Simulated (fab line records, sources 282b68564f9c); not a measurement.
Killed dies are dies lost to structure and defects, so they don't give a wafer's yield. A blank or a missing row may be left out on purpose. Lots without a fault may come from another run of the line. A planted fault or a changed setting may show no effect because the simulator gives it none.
Split-lot experiment | flow rit_cmos | 5 lots, 23 wafers read, on a route of 202 steps

THE SPLIT
At RIT_M1_SPUTTER_00 (material Al, target thk 400 nm, time 500 s), the setting power_w was moved away from the recipe's 2000 W on 10 of the 23 wafers read, by -5.9% to +8.2%. The other wafers ran this setting at the recipe's value.

FROM THE SPLIT TO THE READING: what the file shows between them, 4 steps
- RIT_M1_RS_MEAS_01: measures by four-point-probe
- RIT_M1_THK_MEAS_02: measures by xrf
- RIT_M1_DEVELOP_08: develop time 68 s (also split here: dev_temp_c)
- RIT_M1_HARDBAKE_11: time 120 s

THE READING
oes_product_au, in a.u., at RIT_M1_METAL_ETCH_12 (etches Al in Cl2/BCl3, stops on SiO2, time 165 s, target depth 600 nm). Fault-free wafers of this fab line usually give 0.796 a.u., standard deviation 0.011 a.u..

wafer  | tool, chamber at the split | power_w as run, W | against the recipe | oes_product_au, a.u. | against lot-mates on the recipe
L074.1 | pvd_sputter-04, -          | 2000              | recipe             | 0.781                | -
L074.2 | pvd_sputter-04, -          | 1881              | -5.9%              | 0.773                | -0.012
L074.3 | pvd_sputter-04, -          | 2000              | recipe             | 0.786                | -
L074.4 | pvd_sputter-04, -          | 2000              | recipe             | 0.789                | -
L074.5 | pvd_sputter-04, -          | 1881              | -5.9%              | 0.767                | -0.018
L082.1 | pvd_sputter-02, -          | 2000              | recipe             | 0.797                | -
L082.4 | pvd_sputter-02, -          | 2000              | recipe             | 0.796                | -
L082.5 | pvd_sputter-02, -          | 2000              | recipe             | 0.798                | -
L083.1 | pvd_sputter-02, -          | 1901              | -4.9%              | 0.769                | -0.029
L083.2 | pvd_sputter-02, -          | 2000              | recipe             | 0.798                | -
L083.4 | pvd_sputter-02, -          | 1901              | -4.9%              | 0.779                | -0.019
L083.5 | pvd_sputter-02, -          | 2000              | recipe             | 0.798                | -
L083.6 | pvd_sputter-02, -          | 1901              | -4.9%              | 0.770                | -0.028
L084.1 | pvd_sputter-01, -          | 2140              | +7.0%              | 0.837                | +0.031
L084.3 | pvd_sputter-01, -          | 2000              | recipe             | 0.812                | -
L084.4 | pvd_sputter-01, -          | 2000              | recipe             | 0.797                | -
L084.5 | pvd_sputter-01, -          | 2140              | +7.0%              | 0.819                | +0.013
L084.6 | pvd_sputter-01, -          | 2000              | recipe             | 0.810                | -
L085.1 | pvd_sputter-02, -          | 2164              | +8.2%              | 0.828                | +0.046
L085.2 | pvd_sputter-02, -          | 2000              | recipe             | 0.789                | -
L085.3 | pvd_sputter-02, -          | 2164              | +8.2%              | 0.832                | +0.050
L085.4 | pvd_sputter-02, -          | 2000              | recipe             | 0.775                | -
L085.5 | pvd_sputter-02, -          | 2164              | +8.2%              | 0.833                | +0.051

THE FIT
A straight line over all 23 wafers: oes_product_au changes by +0.00446 a.u. for each +1% of power_w; r = +0.92; the points scatter about the line by 0.0086 a.u..
The same after taking each lot's own level away (the mean of its wafers on the recipe; 23 wafers): +0.00462 a.u. for each +1%; r = +0.93; scatter 0.0082 a.u..
On that fit, the largest move of power_w shifts the reading by 0.038 a.u..
The lots' own levels span 0.7820 to 0.8063 a.u., that is 2.2 times the standard deviation above.
So the lot-to-lot level changes the slope little: the two slopes agree.
Check: with one of the wafers moved furthest among these (+8.2%) left out of the fit, the line predicts +0.0377 a.u. for it against its lot-mates. It came out at +0.046 a.u. against them.

OTHER SPLITS ON THESE WAFERS
These wafers also went through other splits before the reading. Each is held against what the fit with the lots' levels taken away leaves over:
other split on the same wafers     | wafers away from the commonest value | r with oes_product_au (lot level and that fit taken away)
RIT_GATE_DEVELOP_15 develop_time_s | 9                                    | +0.56
RIT_NLDD_COAT_01 spin_rpm          | 7                                    | +0.10
RIT_PLDD_IMPLANT_08 dose_cm2       | 8                                    | -0.17
RIT_NSD_IMPLANT_08 energy_kev      | 11                                   | +0.16
RIT_PSD_HARDBAKE_07 temp_c         | 8                                    | +0.13
RIT_M1_DEVELOP_08 dev_temp_c       | 6                                    | +0.28

THE WHOLE CHAIN: every reading that the file lists as answering this split, in the file's order
step                 | what it does                                                          | reading                                                                     | change (the file's fit)                   | r (the file's)
RIT_M1_SPUTTER_00    | material Al, target thk 400 nm, time 500 s                            | Al_of_M1_SPUTTER_00.thk_nm (the simulator's own value, which no gauge read) | +4.12 nm for each +1% of the setting      | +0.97
RIT_M1_RS_MEAS_01    | measures by four-point-probe                                          | M1_AL_RS                                                                    | -0.00074 for each +1% of the setting      | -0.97
RIT_M1_THK_MEAS_02   | measures by xrf                                                       | M1_AL_THK                                                                   | +4.11 for each +1% of the setting         | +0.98
RIT_M1_METAL_ETCH_12 | etches Al in Cl2/BCl3, stops on SiO2, time 165 s, target depth 600 nm | oes_product_au                                                              | +0.00436 a.u. for each +1% of the setting | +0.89

THE FILE'S OWN FIT
oes_product_au changes by +0.00436 a.u. for each +1% of power_w, r = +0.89.
